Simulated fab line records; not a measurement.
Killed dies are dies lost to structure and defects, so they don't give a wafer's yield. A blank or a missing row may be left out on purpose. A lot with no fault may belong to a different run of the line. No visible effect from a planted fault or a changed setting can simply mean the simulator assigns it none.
2 desks, one fault + flow rit cmos + each desk holds nothing but its own numbers, with what lay behind them at the end

## THE METROLOGY DESK
What the gauges read for every lot (on any tool): the sampled wafers with a number, averaged. Any lot whose mean is over 4 standard deviations away from the usual mean is out of limits and marked OUT; that distance is given in the brackets.
Columns: A = NLDD_OVL at RIT_NLDD_OVL_MEAS_06, usual 0.5 nm; B = NSD_TW at RIT_NSD_TW_MEAS_10, usual 3105
| lot  | first seen here | A    | B    |
|------|-----------------|------|------|
| L430 | day 2 23:46     | 1.2  | 3121 |
| L431 | day 3 05:47     | -0.3 | 3095 |
| L432 | day 3 08:50     | 0.3  | 3086 |
| L433 | day 3 15:14     | -0.1 | 3102 |
| L434 | day 3 20:02     | 1.0  | 3120 |
| L435 | day 3 23:39     | 0.2  | 3116 |
| L436 | day 4 06:48     | -3.0 | 3086 |
| L437 | day 4 13:33     | 2.7  | 3094 |
| L439 | day 4 20:31     | 1.3  | 3114 |
| L441 | day 5 05:18     | -0.2 | 3105 |
| L442 | day 5 11:06     | 2.9  | 3105 |
| L443 | day 5 13:42     | 1.1  | 3121 |
| L444 | day 5 20:35     | 0.6  | 3100 |
| L450 | day 6 22:14     | 0.1  | 3111 |
This desk's verdict: no lot among the 14 shows anything out of limits.

## DESK OF THE TOOL OWNER: rie si-01
The tool's own readings at RIT_GATE_ETCH_19 (etches poly-Si in SF6/CHF3/O2, stops on SiO2, time 165 s, target depth 312.5 nm): means of the sampled wafers that have a number, for each lot that ran on this tool. Any lot whose mean is over 4 standard deviations away from the usual mean is out of limits and marked OUT; that distance is given in the brackets.
Columns: A = CHF3_flow_sccm at RIT_GATE_ETCH_19, usual 29.99 sccm; B = drypump motor current A at RIT_GATE_ETCH_19, usual 5.7 A; C = oes product au at RIT_GATE_ETCH_19, usual 0.850 a.u.; D = run length s at RIT_GATE_ETCH_19, usual 193.5 s; E = throttle valve pct at RIT_GATE_ETCH_19, usual 10.28 %
| lot  | first seen here | A     | B   | C                | D                       | E     |
|------|-----------------|-------|-----|------------------|-------------------------|-------|
| L431 | day 3 00:31     | 29.91 | 5.3 | 0.850            | 193.3                   | 10.22 |
| L433 | day 3 08:23     | 29.96 | 5.5 | 0.865            | 194.0                   | 10.31 |
| L435 | day 3 18:37     | 29.95 | 5.3 | 0.864            | 193.3                   | 10.24 |
| L437 | day 4 08:33     | 30.01 | 5.3 | 0.867            | 193.2                   | 10.24 |
| L439 | day 4 15:26     | 29.98 | 5.6 | 0.847            | 193.1                   | 10.19 |
| L441 | day 5 00:47     | 30.01 | 5.5 | 0.719 (-7.7) OUT | 239.8 (+99 or more) OUT | 10.29 |
| L443 | day 5 08:37     | 29.93 | 6.2 | 0.717 (-7.8) OUT | 239.8 (+99 or more) OUT | 10.22 |
This desk's finding: out of limits on L441, L443; first on L441, day 5 00:47 (oes product au at RIT_GATE_ETCH_19). Within limits: L431, L433, L435, L437, L439.

## TAKEN TOGETHER
The tool owner's desk could have raised an alarm at day 5 00:47, on L441, L443.
Metrology desk: nothing out of limits seen.
The metrology desk has L441, L443 on record, within its limits.
All the named lots went through RIT_GATE_ETCH_19 on rie si-01.

## WHAT HAD BEEN PUT IN BY THE SIMULATOR
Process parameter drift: rie si-01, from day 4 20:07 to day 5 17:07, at RIT_GATE_ETCH_19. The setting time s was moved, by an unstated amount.
Struck lots among those shown: L441, L443.
Hours from the fault's start to each desk's first reading out of limits: the tool owner's desk, 5.
